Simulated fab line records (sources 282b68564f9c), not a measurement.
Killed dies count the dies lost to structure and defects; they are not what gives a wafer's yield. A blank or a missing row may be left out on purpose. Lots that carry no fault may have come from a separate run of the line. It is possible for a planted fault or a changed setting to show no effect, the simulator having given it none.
fab line records ; flow rit-cmos
record lots=5; wafers=15; last-day=7
route steps=202 shown NLDD@111 PLDD@114 M1@202
lots with no fault: from the same line, run without faults
start-h: the number of hours between the record's first day and the start of the first shown wafer of the lot ; wait-h: how many hours have passed since the lot's step before this one ; " unchanged from the row above ; L1.1+2: several wafers, shown together as one row ; - no value, or no start was given ; * or withheld: withheld ; < > ~ a bound
route shown NAME@n: a module of which the file shows steps, and the number in the route of the first ; usual: mean/standard deviation of fault-free wafers ; same: alike in all rows ; chamber/n: place in a boat ; sites: readings site by site ; _std_site: the standard deviation of these ; _edge_site: mean of outer sites minus mean of inner sites ; radius-mm: for every site, how far away it sits from the centre of the wafer ; mask NAME#n: copy n ; behind: tool/chamber where the wafer was last shaped ; hold: cause of the lot's hold/its duration in hours/its outcome ; device: the n, p or np transistor that did not switch ; end of line: tests of these same wafers at the route's end ; step lacking rows: just its recipe ; killed: at the first sort, the dies lost to defects and structure; wafer yield is something else ; map: per-die view of a wafer (x killed, . not killed, _ where there is no die)
set.NAME: the setting the step ran with; set.NAME@STEP: the setting that earlier step ran with ; model.NAME: the simulator's own value behind a step, which no gauge read
a table for each step, a row for each wafer; lots at some steps of the route
services: the hour from which a tool's chamber was out of use, counted from the record's first day as start-h (under 0 if before that day), plus the number of hours and why
## steps
# step RIT_NLDD_IMPLANT_08
# recipe species=P; energy-kev=20; dose-cm2=5e+14; tilt-deg=7
# step RIT_NLDD_STRIP_09
# recipe chemistry=O2; time-s=180; resist=NOVOLAK; platen-temp-c=withheld; power-w=500; pressure-mtorr=4000; o2-flow-sccm=4000
# usual drypump-motor-current-A=5.7/0.33; o2-flow-sccm=3999/14; run-length-s=208.3/0.48
lot.wafer;tool;chamber;start-h;wait-h;drypump-motor-current-A;o2-flow-sccm;rf-hours-counter-h;run-length-s
L176.1;plasma-asher-03;0;48.28;0.1;5.5;4003;38;208.1
L176.2;plasma-asher-03;1;48.28;0.1;6.0;3978;38;208.1
L176.3;plasma-asher-03;1;48.28;0.1;6.0;3996;-;208.0
L182.1;plasma-asher-03;0;77.17;0.1;5.5;4019;41;208.3
L182.4;plasma-asher-03;0;77.17;0.1;5.5;4022;-;208.3
L182.6;plasma-asher-03;1;77.17;0.1;6.0;4006;-;208.5
L193.3;plasma-asher-04;1;129.09;0.1;6.1;3977;-;209.0
L193.4;plasma-asher-04;0;129.09;0.1;5.5;4001;-;207.4
L193.6;plasma-asher-04;1;129.09;0.1;6.1;3994;-;209.1
L197.1;plasma-asher-03;0;150.19;0.1;5.5;3979;50;208.2
L197.4;plasma-asher-03;1;150.19;0.1;6.0;3989;-;208.2
L197.5;plasma-asher-03;1;150.19;0.1;6.0;3985;-;208.4
L198.2;plasma-asher-04;1;156.98;0.1;6.1;3986;38;209.0
L198.3;plasma-asher-04;0;156.98;0.1;5.5;4025;-;207.4
L198.6;plasma-asher-04;0;156.98;0.1;5.5;4045;-;207.6
# step RIT_NLDD_TW_MEAS_10
# usual NLDD_TW=2505/11
lot.wafer;tool;chamber;start-h;wait-h;NLDD_TW
L176.1;film-metro-04;-;48.46;0.1;2504
L176.2;film-metro-04;-;48.46;0.1;2518
L176.3;film-metro-04;-;48.46;0.1;2507
L182.1;film-metro-03;-;77.34;0.1;2506
L182.4;film-metro-03;-;77.34;0.1;2499
L182.6;film-metro-03;-;77.34;0.1;2506
L193.3;film-metro-02;-;129.23;0.1;2511
L193.4;film-metro-02;-;129.23;0.1;2514
L193.6;film-metro-02;-;129.23;0.1;2523
L197.1;film-metro-03;-;150.36;0.1;2487
L197.4;film-metro-03;-;150.36;0.1;2487
L197.5;film-metro-03;-;150.36;0.1;2496
L198.2;film-metro-02;-;157.16;0.1;2492
L198.3;film-metro-02;-;157.16;0.1;2502
L198.6;film-metro-02;-;157.16;0.1;2505
# step RIT_PLDD_HMDS_00
# recipe prime-time-s=60; prime-temp-c=140
# step RIT_PLDD_COAT_01
# recipe resist=NOVOLAK; spin-rpm=3250; resist-thk-nm=1000
# step RIT_PLDD_SOFTBAKE_02
# recipe resist=NOVOLAK; temp-c=90; time-s=60
# step RIT_PLDD_EXPOSE_03
# recipe mask-id=M8; na=0.57; target-cd-nm=40900; dose-mj=250
# step RIT_PLDD_PEB_04
# recipe resist=NOVOLAK; temp-c=withheld; time-s=withheld
# step RIT_PLDD_DEVELOP_05
# recipe resist=NOVOLAK; develop-time-s=50; dev-temp-c=23
# step RIT_PLDD_OVL_MEAS_06
# usual PLDD_OVL=-0.8/1.5
lot.wafer;tool;chamber;start-h;wait-h;PLDD_OVL[nm]
L176.1;overlay-02;-;49.49;-;-2.4
L176.2;overlay-02;-;49.49;-;-2.0
L176.3;overlay-02;-;49.49;-;-2.2
L182.1;overlay-02;-;78.55;-;1.2
L182.4;overlay-02;-;78.55;-;0.0
L182.6;overlay-02;-;78.55;-;-0.3
L193.3;overlay-02;-;130.13;-;-1.3
L193.4;overlay-02;-;130.13;-;1.0
L193.6;overlay-02;-;130.13;-;1.0
L197.1;overlay-01;-;151.40;-;-1.5
L197.4;overlay-01;-;151.40;-;-0.7
L197.5;overlay-01;-;151.40;-;0.1
L198.2;overlay-02;-;158.10;-;2.2
L198.3;overlay-02;-;158.10;-;0.3
L198.6;overlay-02;-;158.10;-;-0.3
# step RIT_PLDD_HARDBAKE_07
# recipe resist=NOVOLAK; temp-c=140; time-s=60
# step RIT_PLDD_IMPLANT_08
# recipe species=BF2; energy-kev=20; dose-cm2=9e+14; tilt-deg=7
# step RIT_PLDD_STRIP_09
# recipe chemistry=O2; time-s=180; resist=NOVOLAK; platen-temp-c=withheld; power-w=500; pressure-mtorr=4000; o2-flow-sccm=4000
# usual drypump-motor-current-A=5.7/0.38; o2-flow-sccm=4000/11; run-length-s=208.2/0.54
lot.wafer;tool;chamber;start-h;wait-h;drypump-motor-current-A;o2-flow-sccm;rf-hours-counter-h;run-length-s;model.NOVOLAK_of_PLDD_COAT_01.thk-nm
L176.1;plasma-asher-04;1;49.83;0.1;6.1;3998;26;209.3;0
L176.2;plasma-asher-04;0;49.83;0.1;5.5;3999;26;207.6;0
L176.3;plasma-asher-04;1;49.83;0.1;6.1;3992;-;208.8;0
L182.1;plasma-asher-02;0;78.88;0.1;5.1;3994;44;208.2;0
L182.4;plasma-asher-02;1;78.88;0.1;6.0;4001;-;207.9;0
L182.6;plasma-asher-02;1;78.88;0.1;6.0;4007;-;207.7;0
L193.3;plasma-asher-04;1;130.51;0.1;6.1;3987;-;72.2;224.5
L193.4;plasma-asher-04;0;130.51;0.1;5.6;4010;-;72.3;223.6
L193.6;plasma-asher-04;1;130.51;0.1;6.1;3991;-;72.8;225.7
L197.1;plasma-asher-01;0;151.73;0.1;5.3;4007;3;207.6;0
L197.4;plasma-asher-01;0;151.73;0.1;5.3;4003;-;207.8;0
L197.5;plasma-asher-01;1;151.73;0.1;5.5;3979;-;207.9;0
L198.2;plasma-asher-01;0;158.43;0.1;5.3;4010;4;207.7;0
L198.3;plasma-asher-01;1;158.43;0.1;5.5;4004;-;208.0;0
L198.6;plasma-asher-01;1;158.43;0.1;5.5;4006;-;207.9;0
# step RIT_PLDD_TW_MEAS_10
# usual PLDD_TW=2363/11
lot.wafer;tool;chamber;start-h;wait-h;PLDD_TW
L176.1;film-metro-03;-;50.00;0.1;2373
L176.2;film-metro-03;-;50.00;0.1;2368
L176.3;film-metro-03;-;50.00;0.1;2391
L182.1;film-metro-02;-;79.06;0.1;2348
L182.4;film-metro-02;-;79.06;0.1;2350
L182.6;film-metro-02;-;79.06;0.1;2364
L193.3;film-metro-02;-;130.65;0.1;2354
L193.4;film-metro-02;-;130.65;0.1;2353
L193.6;film-metro-02;-;130.65;0.1;2369
L197.1;film-metro-02;-;151.91;0.1;2358
L197.4;film-metro-02;-;151.91;0.1;2363
L197.5;film-metro-02;-;151.91;0.1;2369
L198.2;film-metro-03;-;158.62;0.1;2346
L198.3;film-metro-03;-;158.62;0.1;2354
L198.6;film-metro-03;-;158.62;0.1;2350
# step RIT_M1_PROBE_99
# usual killed-at-contacts=0.1/0.27; killed-at-front-end=7/3.1; killed-dies=7/3.1; killed-on-rim=1.8/1.5; killed-open=3.3/2.1; killed-short=3.5/2
# same gross-dies=264; killed_at_M0_to_M3=0; killed_at_M4_up=0; killed-at-back-side=0; killed-at-other=0
lot.wafer;tool;chamber;start-h;wait-h;killed-at-contacts;killed-at-front-end;killed-dies;killed-on-rim;killed-open;killed-short
L176.1;prober-02;-;64.94;0.1;0;2;2;0;0;2
L176.2;prober-02;-;64.99;0.1;0;9;9;1;4;5
L176.3;prober-02;-;65.04;0.2;0;5;5;0;4;1
L193.3;prober-01;-;144.83;0.2;0;264;264;70;7;8
L193.4;prober-01;-;144.88;0.2;0;264;264;70;4;3
L193.6;prober-01;-;144.98;0.2;0;264;264;70;4;5
# killed by level:class
L176.1 FOX1:geometric-particle:short=1 FOX2:geometric-particle:short=1
L176.2 GATE:geometric-particle:short=3 GATE:geometric-particle:open=2 FOX1:geometric-particle:open=1 FOX2:geometric-particle:short=1 SILICIDE:geometric-particle:open=1 SILICIDE:geometric-particle:short=1
L176.3 GATE:geometric-particle:open=2 SPACER:geometric-particle:open=2 GATE:geometric-particle:short=1
L193.3 SPACER:area-cvd=249 GATE:geometric-particle:short=6 GATE:geometric-particle:open=5 SPACER:geometric-particle:open=2 SPACER:geometric-particle:short=1 SILICIDE:geometric-particle:short=1
L193.4 SPACER:area-cvd=257 GATE:geometric-particle:open=2 FOX1:geometric-particle:open=1 GATE:geometric-particle:short=1 REOX:geometric-particle:short=1 SPACER:geometric-particle:open=1 SILICIDE:geometric-particle:short=1
L193.6 SPACER:area-cvd=255 SPACER:geometric-particle:short=3 GATE:geometric-particle:short=2 FOX1:geometric-particle:open=1 FOX2:geometric-particle:open=1 GATE:geometric-particle:open=1 REOX:geometric-particle:open=1
# map L193.3 (x killed, . not)
________xxxxxxx_______
_____xxxxxxxxxxxxx____
____xxxxxxxxxxxxxxx___
___xxxxxxxxxxxxxxxxx__
__xxxxxxxxxxxxxxxxxxx_
__xxxxxxxxxxxxxxxxxxx_
_xxxxxxxxxxxxxxxxxxxxx
_xxxxxxxxxxxxxxxxxxxxx
_xxxxxxxxxxxxxxxxxxxxx
_xxxxxxxxxxxxxxxxxxxxx
__xxxxxxxxxxxxxxxxxxx_
__xxxxxxxxxxxxxxxxxxx_
___xxxxxxxxxxxxxxxxx__
____xxxxxxxxxxxxxxx___
_____xxxxxxxxxxxxx____
________xxxxxxx_______
# map L176.2 (x killed, . not)
________......._______
_____.....x.......____
____...............___
___.............x...__
__..................._
__...x..........x...._
_.....................
_.....................
_.....................
_.....................
__..................._
__.......x..x..x....._
___...x.............__
____...............___
_____............x____
________......._______
## services
tool;chamber;start-h;hours;kind
plasma-asher-01;-;103.58;5.6;repair
plasma-asher-01;-;109.20;9.0;pm
plasma-asher-01;0;109.20;9.0;vent-cycle
plasma-asher-01;1;109.20;9.0;vent-cycle
plasma-asher-01;0;118.20;-;clean
plasma-asher-01;1;118.20;-;clean
plasma-asher-02;-;128.81;0.6;repair
plasma-asher-03;-;131.59;4.5;repair
## key
first-sign step=RIT_PLDD_STRIP_09; reading=run-length-s; direction=down; sigmas=99+; usual=*; struck=*
effect step=RIT_M1_PROBE_99; reading=killed-dies; direction=up; sigmas=83; usual=7; struck=264
model-effect step=RIT_PLDD_STRIP_09; value=NOVOLAK_of_PLDD_COAT_01.thk-nm; without=0; struck=224.6
more-kills-born-at RIT_SPACER_CVD_03@lpcvd-02=761
met-at RIT_PLDD_STRIP_09
struck-wafers L193.3,L193.4,L193.6
later-rows-left-out L193.3,L193.4,L193.6
tester-left-out L193
onset-between 49.83 130.51
fault kind=strip-aborted; tool=plasma-asher-04; chamber=-; onset-h=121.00; steps=RIT_PLDD_STRIP_09; offset=0.6; end-h=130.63
# tester-left-out: of these lots the tester's yield and bins aren't shown, on N5 and GAA mostly nor the transistor test; their killed dies are dies lost to structure and defects alone, not to doping, threshold or leakage, so they don't give the yield
# later-rows-left-out: the simulator's readings of these wafers behind a module that went badly wrong aren't trusted and aren't shown, but for the sort
